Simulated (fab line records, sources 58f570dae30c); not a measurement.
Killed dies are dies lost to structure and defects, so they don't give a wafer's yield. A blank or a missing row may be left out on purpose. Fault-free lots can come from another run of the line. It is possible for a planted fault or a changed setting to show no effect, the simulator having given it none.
A lot that was struck, set against a sound lot	flow berkeleyCmos170	19 out of 331 route steps
Sound: these wafers, L863.3, L863.4, L863.5. Wafers L875.1, L875.3, L875.5 were the ones struck. The cause comes at the end.
At each step with rows: each side's tool, then ch and its chambers, then its first start. Under that, the readings that differ: sound wafers	struck wafers	difference of the means	sigmas: that difference in standard deviations of wafers without a fault.
alike: same words and numbers on both sides, and readings whose means sit less than 2 such deviations apart. not compared: any withheld reading, any reading some wafer has no value for, any bound like >300 that may hide the same value, and any number with overlapping values for which the record gives no deviation.
A row with sigmas, a row that says differs or no value, or rows on one side alone: a step with any of these is where the two part. When numbers do not overlap yet have no deviation, they are printed without sigmas and do not part them. A reading that every wafer of one side lacks parts them only if that side has two wafers or more.

first, 2 steps without rows for these wafers: UCB170_PLDD_PEB_04; UCB170_PLDD_DEVELOP_05 (develop time 45 s).
UCB170_PLDD_CD_MEAS_06: target cd 1200 nm.
  sound: cdSem-01 at day 8 18:35; struck: cdSem-01 at day 11 06:53
  alike: cdNm
UCB170_PLDD_OVL_MEAS_07:
  sound: overlay-02 at day 8 18:40; struck: overlay-02 at day 11 07:01
  alike: PLDD_OVL
then, 2 steps without rows for these wafers: UCB170_PLDD_IMPLANT_08; UCB170_PLDD_IMPLANT_09.
UCB170_PLDD_STRIP_10: strips in O2.
  sound on plasmaAsher-02 ch 0,1, day 8 19:02; struck on plasmaAsher-02 ch 0, day 11 07:21
  alike: drypumpMotorCurrentA, oesProductAu, stripTimeToEndpointS
  not compared: rfHoursCounterH
UCB170_PLDD_TW_MEAS_11:
  sound: filmMetro-03 at day 8 19:07; struck: filmMetro-03 at day 11 07:27
  alike: PLDD_TW
then, 4 steps without rows for these wafers: UCB170_PLDD_CLEAN_12 (cleans in SPM, time 600 s); UCB170_NLDD_HMDS_00 (prime time 60 s); UCB170_NLDD_COAT_01 (resist thk 900 nm); UCB170_NLDD_SOFTBAKE_02 (time 60 s).
UCB170_NLDD_EXPOSE_03: exposes mask NSELECT, target cd 1200 nm.
  sound on krfScanner-02 ch 0, day 8 20:49; struck on krfScanner-01 ch 0, day 11 08:18
reading	sound	struck	difference	sigmas
model.NLDD.overlayXNm (nm)	0.154 0.154 0.154	318.4 318.4 318.4	+318.2	
  alike: mask
then, 2 steps without rows for these wafers: UCB170_NLDD_PEB_04; UCB170_NLDD_DEVELOP_05 (develop time 45 s).
UCB170_NLDD_CD_MEAS_06: target cd 1200 nm.
  sound: cdSem-01 at day 8 21:30; struck: cdSem-01 at day 11 08:47
  alike: cdNm
UCB170_NLDD_OVL_MEAS_07:
  sound: overlay-02 at day 8 21:36; struck: overlay-02 at day 11 08:54
reading	sound	struck	difference	sigmas
NLDD_OVL (nm)	-7 -3 -4	323 313 322	+324	+52
after that, 1 step had no rows for these wafers: UCB170_NLDD_IMPLANT_08.
UCB170_M3_PROBE_99:
  sound: prober-01 at day 10 11:02; struck: prober-02 at day 12 21:41
reading	sound	struck	difference	sigmas
model.etest.nldd.lineOhmUm	1291 1260 1261	1755 1735 1738	+472	
model.etest.nldd.widthNm (nm)	595.6 610.2 606.8	443.4 441.5 440	-162.6	

## WHERE THEY PART
At UCB170_NLDD_OVL_MEAS_07 and nowhere else, as far as this record goes.

WHY: the cause the simulator had injected
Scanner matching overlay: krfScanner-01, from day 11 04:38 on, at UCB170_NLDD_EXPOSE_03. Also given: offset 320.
